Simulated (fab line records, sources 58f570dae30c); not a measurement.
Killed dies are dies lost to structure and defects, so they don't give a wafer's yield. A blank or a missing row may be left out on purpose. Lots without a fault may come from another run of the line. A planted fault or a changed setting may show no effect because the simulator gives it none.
Split-lot experiment | flow berkeley_cmos170 | 5 lots, 23 wafers read, on a route of 331 steps

THE SPLIT
At UCB170_SILICIDE_SPUTTER_01 (material Ti, target thk 30 nm, time 25 s), the setting time_s was moved away from the recipe's 25 s on 5 of the 23 wafers read, by +3.8% to +6.2%. The other wafers ran this setting at the recipe's value.

FROM THE SPLIT TO THE READING: what the file shows between them, 1 step
- UCB170_SILICIDE_RS_MEAS_02: measures by four-point-probe

THE READING
SILICIDE_TI_THK, in nm, at UCB170_SILICIDE_THK_MEAS_03 (measures by xrf). Fault-free wafers of this fab line usually give 29.6 nm, standard deviation 0.48 nm.

wafer  | tool, chamber at the split | time_s as run, s | against the recipe | SILICIDE_TI_THK, nm | against lot-mates on the recipe
L075.1 | pvd_sputter-01, -          | 25               | recipe             | 30.1                | -
L075.2 | pvd_sputter-01, -          | 25               | recipe             | 30.0                | -
L075.3 | pvd_sputter-01, -          | 25               | recipe             | 29.6                | -
L075.5 | pvd_sputter-01, -          | 25               | recipe             | 29.4                | -
L075.6 | pvd_sputter-01, -          | 25               | recipe             | 29.9                | -
L077.1 | pvd_sputter-03, -          | 25               | recipe             | 29.5                | -
L077.2 | pvd_sputter-03, -          | 25               | recipe             | 30.1                | -
L077.3 | pvd_sputter-03, -          | 25               | recipe             | 29.4                | -
L077.4 | pvd_sputter-03, -          | 25.96            | +3.8%              | 31.6                | +1.9
L077.6 | pvd_sputter-03, -          | 25.96            | +3.8%              | 31.3                | +1.6
L079.1 | pvd_sputter-01, -          | 25               | recipe             | 29.7                | -
L079.2 | pvd_sputter-01, -          | 25               | recipe             | 29.6                | -
L079.5 | pvd_sputter-01, -          | 25               | recipe             | 29.7                | -
L084.1 | pvd_sputter-01, -          | 25               | recipe             | 29.8                | -
L084.2 | pvd_sputter-01, -          | 25               | recipe             | 29.6                | -
L084.3 | pvd_sputter-01, -          | 25               | recipe             | 30.4                | -
L084.5 | pvd_sputter-01, -          | 25               | recipe             | 29.8                | -
L084.6 | pvd_sputter-01, -          | 25               | recipe             | 30.4                | -
L085.1 | pvd_sputter-04, -          | 26.54            | +6.2%              | 31.6                | +1.6
L085.2 | pvd_sputter-04, -          | 25               | recipe             | 30.0                | -
L085.3 | pvd_sputter-04, -          | 26.54            | +6.2%              | 31.7                | +1.6
L085.4 | pvd_sputter-04, -          | 26.54            | +6.2%              | 31.8                | +1.8
L085.6 | pvd_sputter-04, -          | 25               | recipe             | 30.1                | -

THE FIT
A straight line over all 23 wafers: SILICIDE_TI_THK changes by +0.324 nm for each +1% of time_s; r = +0.93; the points scatter about the line by 0.31 nm.
The same after taking each lot's own level away (the mean of its wafers on the recipe; 23 wafers): +0.304 nm for each +1%; r = +0.91; scatter 0.32 nm.
On that fit, the largest move of time_s shifts the reading by 1.9 nm.
The lots' own levels span 29.67 to 30.05 nm, that is 0.8 times the standard deviation above.
So the lot-to-lot level changes the slope little: the two slopes agree.
Check: with one of the wafers moved furthest among these (+6.2%) left out of the fit, the line predicts +2.02 nm for it against its lot-mates. It came out at +1.55 nm against them.

OTHER SPLITS ON THESE WAFERS
These wafers also went through other splits before the reading. Each is held against what the fit with the lots' levels taken away leaves over:
other split on the same wafers | wafers away from the commonest value | r with SILICIDE_TI_THK (lot level and that fit taken away)
UCB170_PSD_EXPOSE_03 dose_mj   | 7                                    | -0.07
UCB170_NSD_EXPOSE_03 dose_mj   | 9                                    | +0.19

THE WHOLE CHAIN: every reading that the file lists as answering this split, in the file's order
step                        | what it does                             | reading                                                                           | change (the file's fit)              | r (the file's)
UCB170_SILICIDE_SPUTTER_01  | material Ti, target thk 30 nm, time 25 s | Ti_of_SILICIDE_SPUTTER_01.thk_nm (the simulator's own value, which no gauge read) | +0.32 nm for each +1% of the setting | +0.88
UCB170_SILICIDE_RS_MEAS_02  | measures by four-point-probe             | SILICIDE_TI_RS                                                                    | -0.313 for each +1% of the setting   | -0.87
UCB170_SILICIDE_THK_MEAS_03 | measures by xrf                          | SILICIDE_TI_THK                                                                   | +0.325 for each +1% of the setting   | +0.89

THE FILE'S OWN FIT
SILICIDE_TI_THK changes by +0.325 nm for each +1% of time_s, r = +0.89.
